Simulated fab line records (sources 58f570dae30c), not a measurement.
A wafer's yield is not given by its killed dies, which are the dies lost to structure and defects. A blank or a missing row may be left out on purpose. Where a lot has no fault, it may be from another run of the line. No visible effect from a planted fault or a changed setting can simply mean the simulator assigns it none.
Code-filled problem report in 8D (eight disciplines) form    flow berkeley-cmos170    the parts of the form that need people (team, actions taken, sign-off) are left out

## 1. PROBLEM STATEMENT
Wafers without a fault read 9.996e+12, standard deviation 9.4e+09; dose-ions-cm2 at UCB170_NWELL_IMPLANT_14 reads a mean of 1.017e+13 on 9 wafers belonging to 3 lots. Relative to the usual mean, that is a shift of +18 standard deviations.
Earliest sighting: wafer L177.1 on implanter-01 at day 5 09:54. Wafers with a number at this step in the record: 45, from 15 lots. Rule for "out", or "out of limits": more than 4 standard deviations from the usual mean. The other wafers with a number count as sound.

## 2. WHAT IT IS; WHAT IT IS NOT
question                     is                      is not
which readings at this step  dose-ions-cm2           -
which lots                   L177, L179, L181        L163, L165, L166, L167, L168, L169, L170, L171, L173, L174, L184, L185
which wafers of those lots   all that have a number  -
read on which tools          implanter-01            implanter-02, implanter-03
when                         from day 5 09:54        up to then (30 sound wafers); but 6 sound wafers of L184, L185 came after

## 3. WHAT RULES OUT EACH SUSPECT
Counting: a tool at any process step up to the reading remains a suspect when it ran all the lots that are out and ran no sound lot after the first of those.
- implanter-01 at UCB170_NWELL_IMPLANT_14: kept. It ran every lot that is out, first L177 (day 5 09:54), and no sound lot after that; its last sound lot up to then is L174 (day 4 23:56). Its own dose-ions-cm2 readings are out on those wafers.
Left after counting: implanter-01 at UCB170_NWELL_IMPLANT_14.

## 4. THE CAUSE (what the simulator had put in)
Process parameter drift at UCB170_NWELL_IMPLANT_14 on implanter-01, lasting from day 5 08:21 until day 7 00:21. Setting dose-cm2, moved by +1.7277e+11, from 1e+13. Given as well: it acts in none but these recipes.
Counting left only this tool.

## 5. THE CHAIN OF EFFECTS, in route order
Rows list readings where the struck wafers' mean (over those with a number) sits beyond 3 standard deviations from the usual. Only readings whose record carries a usual standard deviation are examined. hours: median over the lots of the time between each lot's start at the first step of this table that gives one and its start at this step. sigmas: the change, counted in usual standard deviations.
hours  step                     reading        usual      on struck wafers  change      sigmas
0      UCB170_NWELL_IMPLANT_14  dose-ions-cm2  9.996e+12  1.017e+13         +1.693e+11  +18
The process steps in it:
- UCB170_NWELL_IMPLANT_14
Later measuring or inspecting steps at which every struck wafer that the step has a row for has a number for every such reading, and none has moved that far: UCB170_NVT_OVL_MEAS_06, UCB170_M3_BOW_MEAS_20.

## 6. WHAT WOULD HAVE CAUGHT IT SOONER
First out-of-limits reading in this record: day 5 09:54, which is 2 hours after fault onset at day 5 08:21.
